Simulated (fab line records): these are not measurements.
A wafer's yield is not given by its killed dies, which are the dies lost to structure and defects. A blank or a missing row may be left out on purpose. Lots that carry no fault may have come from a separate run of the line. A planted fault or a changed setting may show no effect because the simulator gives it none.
fab line records -- flow rit_cmos
record: lots: 6, wafers: 18, last_day: 7
route steps=202 shown ACTIVE@1 M1@202
lots that met no fault: taken from a fault-free run of the same line
start_h: hours from the record's first day to the start of the lot's first wafer shown -- wait_h: hours elapsed since this lot's preceding step -- " as in the row above -- L1.1+2: a single row standing in for several wafers -- - value missing, or start not given -- * or withheld: withheld -- < > ~ a bound
route shown NAME@n: names a module that has steps shown in the file, with the first one's number in the route -- usual: mean/standard deviation taken from wafers without a fault -- same: alike in all rows -- chamber/n: place in a boat -- sites: readings site by site -- _std_site: standard deviation of those values -- _edge_site: mean of outer sites minus mean of inner sites -- radius_mm: for every site, how far away it sits from the centre of the wafer -- mask NAME#n: copy n -- behind: tool/chamber where the wafer was last shaped -- hold: cause of the lot's hold/its duration in hours/its outcome -- device: transistor that didn't switch, given as n, p or np -- end of line: tests of these same wafers at the route's end -- a step with no rows: only its recipe -- killed: not the wafer's yield, but the dies lost to structure and defects at the first sort -- map: the dies of a wafer, with x for killed, . for not killed, _ for no die there
set.NAME: the run value of the setting; set.NAME@STEP: its run value at that earlier step -- model.NAME: the simulator's own value behind a step, which no gauge read
lots seen at some steps along the route; tables by step, rows by wafer
services: when a tool's chamber went out of use (start_h, in hours from the record's first day, below 0 if earlier), for how many hours, and the reason
== steps ==
step: RIT_ACTIVE_BOW_MEAS_00
recipe: mode: bow
usual: INCOMING_BOW: -1/7.1
lot.wafer,tool,chamber,start_h,wait_h,INCOMING_BOW[um]
L267.2,film_metro-03,-,30.02,-,1
L267.3,film_metro-03,-,30.02,-,-5
L267.6,film_metro-03,-,30.02,-,-7
L270.2,film_metro-01,-,45.02,-,-4
L270.4,film_metro-01,-,45.02,-,7
L270.5,film_metro-01,-,45.02,-,-2
L274.1,film_metro-03,-,65.00,-,-1
L274.2,film_metro-03,-,65.00,-,-2
L274.3,film_metro-03,-,65.00,-,10
L275.1,film_metro-01,-,70.00,-,-14
L275.4,film_metro-01,-,70.00,-,-16
L275.6,film_metro-01,-,70.00,-,-12
L282.1,film_metro-03,-,105.00,-,9
L282.2,film_metro-03,-,105.00,-,-3
L282.6,film_metro-03,-,105.00,-,-3
L286.4,film_metro-04,-,125.06,-,3
L286.5,film_metro-04,-,125.06,-,10
L286.6,film_metro-04,-,125.06,-,-6
step: RIT_ACTIVE_OXIDATION_01
recipe: temp_c: 1000, ambient: O2, target_thk_a: 468, ox_time_s: 3360
step: RIT_ACTIVE_THK_MEAS_02
recipe: reads: SiO2_of_ACTIVE_OXIDATION_01
usual: ACTIVE_OXIDE_THK: 46.4/0.98
lot.wafer,tool,chamber,start_h,wait_h,ACTIVE_OXIDE_THK[nm]
L267.2,film_metro-04,-,32.06,0.0,47.6
L267.3,film_metro-04,-,32.06,0.0,46.9
L267.6,film_metro-04,-,32.06,0.0,47.4
L270.2,film_metro-01,-,47.97,0.0,46.3
L270.4,film_metro-01,-,47.97,0.0,46.5
L270.5,film_metro-01,-,47.97,0.0,46.0
L274.1,film_metro-01,-,67.05,0.0,47.1
L274.2,film_metro-01,-,67.05,0.0,47.2
L274.3,film_metro-01,-,67.05,0.0,47.3
L275.1,film_metro-03,-,72.05,0.0,46.9
L275.4,film_metro-03,-,72.05,0.0,46.6
L275.6,film_metro-03,-,72.05,0.0,46.7
L282.1,film_metro-01,-,107.05,0.0,46.5
L282.2,film_metro-01,-,107.05,0.0,45.9
L282.6,film_metro-01,-,107.05,0.0,46.3
L286.4,film_metro-04,-,127.08,0.0,48.6
L286.5,film_metro-04,-,127.08,0.0,49.6
L286.6,film_metro-04,-,127.08,0.0,48.2
step: RIT_ACTIVE_CVD_03
recipe: material: Si3N4, target_thk_nm: 150, temp_c: 810, precursor: SiH2Cl2/NH3, time_s: 1500, pressure_mtorr: 300, sih2cl2_flow_sccm: 60, nh3_flow_sccm: 150
step: RIT_ACTIVE_THK_MEAS_04
recipe: reads: Si3N4_of_ACTIVE_CVD_03
usual: ACTIVE_NITRIDE_THK: 149.8/1.4
lot.wafer,tool,chamber,start_h,wait_h,ACTIVE_NITRIDE_THK[nm]
L267.2,film_metro-04,-,33.54,0.0,148.5
L267.3,film_metro-04,-,33.54,0.0,147.2
L267.6,film_metro-04,-,33.54,0.0,147.0
L270.2,film_metro-04,-,49.44,0.0,149.1
L270.4,film_metro-04,-,49.44,0.0,148.4
L270.5,film_metro-04,-,49.44,0.0,148.9
L274.1,film_metro-03,-,68.53,0.0,150.7
L274.2,film_metro-03,-,68.53,0.0,151.8
L274.3,film_metro-03,-,68.53,0.0,152.5
L275.1,film_metro-03,-,73.53,0.0,150.2
L275.4,film_metro-03,-,73.53,0.0,150.5
L275.6,film_metro-03,-,73.53,0.0,151.5
L282.1,film_metro-01,-,108.53,0.0,148.9
L282.2,film_metro-01,-,108.53,0.0,147.3
L282.6,film_metro-01,-,108.53,0.0,147.3
L286.4,film_metro-04,-,128.56,0.0,151.1
L286.5,film_metro-04,-,128.56,0.0,151.9
L286.6,film_metro-04,-,128.56,0.0,150.2
step: RIT_ACTIVE_HMDS_05
recipe: prime_time_s: 60, prime_temp_c: 140
step: RIT_ACTIVE_COAT_06
recipe: resist: NOVOLAK, spin_rpm: 3250, resist_thk_nm: 1000
usual: resist_line_temp_C: 23.03/0.09
lot.wafer,tool,chamber,start_h,wait_h,resist_line_temp_C,model.NOVOLAK_of_ACTIVE_COAT_06.thk_nm
L267.2,litho_track-04,0,33.77,0.1,23.04,994.9
L267.3,litho_track-04,0,33.77,0.1,23.17,996
L267.6,litho_track-04,0,33.77,0.1,23.02,994.6
L270.2,litho_track-01,0,49.67,0.1,23.03,997.3
L270.4,litho_track-01,0,49.67,0.1,23.06,1002
L270.5,litho_track-01,0,49.67,0.1,23.04,1001
L274.1,litho_track-04,0,68.74,0.1,23.04,958.5
L274.2,litho_track-04,0,68.74,0.1,23.12,960.5
L274.3,litho_track-04,0,68.74,0.1,22.98,961
L275.1,litho_track-04,0,73.74,0.1,22.95,963.1
L275.4,litho_track-04,0,73.74,0.1,22.98,962.2
L275.6,litho_track-04,0,73.74,0.1,23.02,961.4
L282.1,litho_track-03,0,108.74,0.1,23.15,999.5
L282.2,litho_track-03,0,108.74,0.1,23.02,1001
L282.6,litho_track-03,0,108.74,0.1,22.93,1001
L286.4,litho_track-03,0,128.81,0.1,23.01,1005
L286.5,litho_track-03,0,128.81,0.1,23.03,1003
L286.6,litho_track-03,0,128.81,0.1,23.11,1004
step: RIT_ACTIVE_SOFTBAKE_07
recipe: resist: NOVOLAK, temp_c: 90, time_s: 60
step: RIT_ACTIVE_EXPOSE_08
recipe: mask_id: M1, na: 0.6, source_shape: conventional, sigma_outer: 0.6, target_cd_nm: 1400, dose_mj: 225
step: RIT_ACTIVE_PEB_09
recipe: resist: NOVOLAK, temp_c: withheld, time_s: withheld
step: RIT_ACTIVE_DEVELOP_10
recipe: resist: NOVOLAK, develop_time_s: 50, dev_temp_c: 23
step: RIT_ACTIVE_CD_MEAS_11
recipe: target_cd_nm: 1400
usual: cd_nm: 1399.7/2.5
lot.wafer,tool,chamber,start_h,wait_h,cd_nm
L267.2,cd_sem-02,-,34.58,-,1398.4
L267.3,cd_sem-02,-,34.58,-,1397.9
L267.6,cd_sem-02,-,34.58,-,1397.1
L270.2,cd_sem-01,-,50.49,-,1398.1
L270.4,cd_sem-01,-,50.49,-,1399.4
L270.5,cd_sem-01,-,50.49,-,1400.3
L274.1,cd_sem-02,-,69.47,-,1389.3
L274.2,cd_sem-02,-,69.47,-,1394.3
L274.3,cd_sem-02,-,69.47,-,1395.0
L275.1,cd_sem-02,-,74.56,-,1398.5
L275.4,cd_sem-02,-,74.56,-,1397.4
L275.6,cd_sem-02,-,74.56,-,1396.0
L282.1,cd_sem-02,-,109.44,-,1400.1
L282.2,cd_sem-02,-,109.44,-,1400.7
L282.6,cd_sem-02,-,109.44,-,1399.1
L286.4,cd_sem-01,-,129.50,-,1395.9
L286.5,cd_sem-01,-,129.50,-,1397.3
L286.6,cd_sem-01,-,129.50,-,1398.2
step: RIT_ACTIVE_HARDBAKE_12
recipe: resist: NOVOLAK, temp_c: 140, time_s: 60
step: RIT_ACTIVE_ETCH_13
recipe: stop_on: SiO2, chemistry: SF6, target: Si3N4, time_s: 210, over_etch_frac: 0.4, SF6_flow_sccm: 200, pressure_mtorr: 260, rf_w: 125, target_depth_a: 2100
usual: drypump_motor_current_A: 5.6/0.5, oes_product_au: 0.816/0.015, throttle_valve_pct: 7.52/0.1
same: over_etch_frac: 0.4
lot.wafer,tool,chamber,start_h,wait_h,drypump_motor_current_A,oes_product_au,rf_hours_counter_h,throttle_valve_pct,model.NOVOLAK_of_ACTIVE_COAT_06.thk_nm
L267.2,rie_diel-04,2,34.83,0.1,4.7,0.808,95,7.46,653.6
L267.3,rie_diel-04,1,34.83,0.1,6.1,0.801,69,7.39,649.8
L267.6,rie_diel-04,3,34.83,0.1,5.4,0.789,-,7.47,657.4
L270.2,rie_diel-04,0,50.74,0.1,4.9,0.817,79,7.68,655.8
L270.4,rie_diel-04,2,50.74,0.1,4.7,0.814,95,7.47,661.1
L270.5,rie_diel-04,0,50.74,0.1,5.0,0.827,-,7.71,658.6
L274.1,rie_diel-01,0,69.74,0.1,6.0,0.788,2,7.56,618.9
L274.2,rie_diel-01,1,69.74,0.1,6.3,0.828,166,7.58,611.8
L274.3,rie_diel-01,3,69.74,0.1,5.5,0.821,120,7.49,616.5
L275.1,rie_diel-02,2,74.83,0.1,5.9,0.838,88,7.51,629.5
L275.4,rie_diel-02,3,74.83,0.1,5.6,0.828,33,7.37,627.8
L275.6,rie_diel-02,2,74.83,0.1,5.9,0.840,-,7.51,629.6
L282.1,rie_diel-01,0,109.71,0.1,6.0,0.798,3,7.57,656.6
L282.2,rie_diel-01,2,109.71,0.1,6.1,0.805,106,7.57,664.8
L282.6,rie_diel-01,2,109.71,0.1,6.1,0.806,-,7.56,664.2
L286.4,rie_diel-02,2,129.71,0.1,5.8,0.847,89,7.50,667.1
L286.5,rie_diel-02,0,129.71,0.1,6.1,0.836,-,7.66,655.6
L286.6,rie_diel-02,1,129.71,0.1,5.3,0.813,-,7.60,655.4
step: RIT_ACTIVE_STRIP_14
recipe: chemistry: O2, time_s: 180, resist: NOVOLAK, platen_temp_c: withheld, power_w: 500, pressure_mtorr: 4000, o2_flow_sccm: 4000
usual: drypump_motor_current_A: 5.84/0.28
lot.wafer,tool,chamber,start_h,wait_h,drypump_motor_current_A,rf_hours_counter_h
L267.2,plasma_asher-04,0,34.97,0.1,5.88,41
L267.3,plasma_asher-04,1,34.97,0.1,5.53,-
L267.6,plasma_asher-04,1,34.97,0.1,5.53,-
L270.2,plasma_asher-02,1,50.87,0.1,5.96,24
L270.4,plasma_asher-02,0,50.87,0.1,6.24,-
L270.5,plasma_asher-02,1,50.87,0.1,5.97,-
L274.1,plasma_asher-02,0,69.88,0.1,6.22,26
L274.2,plasma_asher-02,1,69.88,0.1,5.99,26
L274.3,plasma_asher-02,0,69.88,0.1,6.22,-
L275.1,plasma_asher-01,1,74.97,0.1,6.01,42
L275.4,plasma_asher-01,1,74.97,0.1,6.03,-
L275.6,plasma_asher-01,0,74.97,0.1,5.37,-
L282.1,plasma_asher-04,1,109.84,0.1,5.52,49
L282.2,plasma_asher-04,0,109.84,0.1,5.87,49
L282.6,plasma_asher-04,0,109.84,0.1,5.87,-
L286.4,plasma_asher-04,1,129.90,0.1,5.55,-
L286.5,plasma_asher-04,0,129.90,0.1,5.89,-
L286.6,plasma_asher-04,1,129.90,0.1,5.54,-
step: RIT_M1_PROBE_99
usual: killed_at_contacts: 0.0/0.22, killed_at_front_end: 7/3, killed_dies: 7/3.1, killed_open: 3.4/2.1, killed_short: 3.2/1.9
same: gross_dies: 264, killed_at_M0_to_M3: 0, killed_at_M4_up: 0, killed_at_back_side: 0, killed_at_other: 0
lot.wafer,tool,chamber,start_h,wait_h,killed_at_contacts,killed_at_front_end,killed_dies,killed_open,killed_short
L267.2,prober-02,-,78.75,0.1,1,5,6,2,4
L267.3,prober-02,-,78.80,0.2,0,11,11,8,3
L267.6,prober-02,-,78.95,0.2,0,8,8,5,3
L270.2,prober-01,-,93.57,0.1,0,4,4,0,4
L270.4,prober-01,-,93.67,0.2,0,4,4,2,2
L270.5,prober-01,-,93.72,0.2,0,9,9,4,5
L274.1,prober-01,-,114.97,0.1,0,9,9,1,8
L274.2,prober-01,-,115.02,0.1,0,2,2,2,0
L274.3,prober-01,-,115.07,0.2,0,8,8,6,2
L275.1,prober-02,-,117.43,0.1,0,9,9,5,4
L275.4,prober-02,-,117.58,0.2,0,6,6,3,3
L275.6,prober-02,-,117.68,0.2,0,2,2,1,1
L282.1,prober-01,-,153.29,0.1,0,2,2,1,1
L282.2,prober-01,-,153.34,0.1,0,5,5,1,4
L282.6,prober-01,-,153.54,0.2,0,3,3,2,1
L286.4,prober-01,-,175.24,0.2,0,7,7,3,4
L286.5,prober-01,-,175.29,0.2,0,6,6,4,2
L286.6,prober-01,-,175.34,0.2,0,3,3,1,2
killed by level:class
L267.2 FOX1:geometric_particle:open=1 FOX2:geometric_particle:short=1 GATE:geometric_particle:short=1 SPACER:geometric_particle:open=1 SILICIDE:geometric_particle:short=1 CONTACT:geometric_particle:short=1
L267.3 SPACER:geometric_particle:open=4 GATE:geometric_particle:open=3 GATE:geometric_particle:short=2 FOX2:geometric_particle:open=1 REOX:geometric_particle:short=1
L267.6 FOX2:geometric_particle:open=2 FOX1:geometric_particle:open=1 FOX2:geometric_particle:short=1 GATE:geometric_particle:short=1 SPACER:geometric_particle:short=1 SPACER:geometric_particle:open=1 SILICIDE:geometric_particle:open=1
L270.2 GATE:geometric_particle:short=2 SPACER:geometric_particle:short=1 SILICIDE:geometric_particle:short=1
L270.4 FOX1:geometric_particle:open=1 GATE:geometric_particle:short=1 SILICIDE:geometric_particle:short=1 SILICIDE:geometric_particle:open=1
L270.5 GATE:geometric_particle:open=3 FOX1:geometric_particle:short=2 FOX2:geometric_particle:short=1 SPACER:geometric_particle:short=1 SILICIDE:geometric_particle:short=1 SILICIDE:geometric_particle:open=1
L274.1 FOX1:geometric_particle:short=4 REOX:geometric_particle:short=2 FOX2:geometric_particle:short=1 REOX:geometric_particle:open=1 SILICIDE:geometric_particle:short=1
L274.2 GATE:geometric_particle:open=1 SILICIDE:geometric_particle:open=1
L274.3 SPACER:geometric_particle:open=2 FOX2:geometric_particle:open=1 GATE:geometric_particle:open=1 REOX:geometric_particle:short=1 REOX:geometric_particle:open=1 SILICIDE:geometric_particle:open=1 SILICIDE:geometric_particle:short=1
L275.1 GATE:geometric_particle:open=2 SILICIDE:geometric_particle:short=2 FOX1:geometric_particle:open=1 GATE:geometric_particle:short=1 REOX:geometric_particle:open=1 REOX:geometric_particle:short=1 SILICIDE:geometric_particle:open=1
L275.4 GATE:geometric_particle:open=2 ACTIVE:geometric_particle:open=1 FOX1:geometric_particle:short=1 FOX2:geometric_particle:short=1 GATE:geometric_particle:short=1
L275.6 GATE:geometric_particle:open=1 SILICIDE:geometric_particle:short=1
L282.1 FOX1:geometric_particle:short=1 FOX2:geometric_particle:open=1
L282.2 GATE:geometric_particle:short=2 FOX2:geometric_particle:short=1 GATE:geometric_particle:open=1 SPACER:geometric_particle:short=1
L282.6 FOX2:geometric_particle:short=1 GATE:geometric_particle:open=1 REOX:geometric_particle:open=1
L286.4 FOX1:geometric_particle:open=1 FOX2:geometric_particle:short=1 GATE:geometric_particle:open=1 GATE:geometric_particle:short=1 REOX:geometric_particle:open=1 SPACER:geometric_particle:short=1 SILICIDE:geometric_particle:short=1
L286.5 FOX2:geometric_particle:open=2 GATE:geometric_particle:short=2 GATE:geometric_particle:open=1 SPACER:geometric_particle:open=1
L286.6 FOX2:geometric_particle:short=1 SPACER:geometric_particle:open=1 SPACER:geometric_particle:short=1
== services ==
tool,chamber,start_h,hours,kind
plasma_asher-01,-,17.66,12.7,repair
rie_diel-01,2,45.27,48.3,repair
rie_diel-02,-,49.11,2.8,pm
plasma_asher-04,-,71.49,0.9,repair
rie_diel-01,1,93.58,-,clean
rie_diel-01,1,93.58,25.0,scheduled_down
rie_diel-01,1,93.58,25.0,vent_cycle
plasma_asher-01,-,108.75,9.0,pm
plasma_asher-01,0,108.75,9.0,vent_cycle
plasma_asher-01,1,108.75,9.0,vent_cycle
plasma_asher-01,0,117.75,-,clean
plasma_asher-01,1,117.75,-,clean
rie_diel-01,-,126.74,0.5,repair
== key ==
first_sign: step: RIT_ACTIVE_CD_MEAS_11, reading: cd_nm, direction: down, sigmas: 1.9, usual: 1399.7, struck: 1395.1
effect none on later readings
model_effect: step: RIT_ACTIVE_COAT_06, value: NOVOLAK_of_ACTIVE_COAT_06.thk_nm, without: 1000, struck: 961.1
model_effect: step: RIT_ACTIVE_ETCH_13, value: NOVOLAK_of_ACTIVE_COAT_06.thk_nm, without: 656.7, struck: 622.3
met_at RIT_ACTIVE_COAT_06
struck_wafers L274.1,L274.2,L274.3,L275.1,L275.4,L275.6
tester_left_out L274,L275
onset_between 33.77 68.74
fault: kind: process_parameter_drift, tool: litho_track-04, chamber: -, onset_h: 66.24, steps: RIT_ACTIVE_COAT_06, channel: resist_thk_nm, offset: -39.227, shape: step, end_h: 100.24, acts_in: these_recipes_only, stated: 1000
tester_left_out: of these lots the tester's yield and bins aren't shown, on N5 and GAA mostly nor the transistor test; their killed dies are dies lost to structure and defects alone, not to doping, threshold or leakage, so they don't give the yield
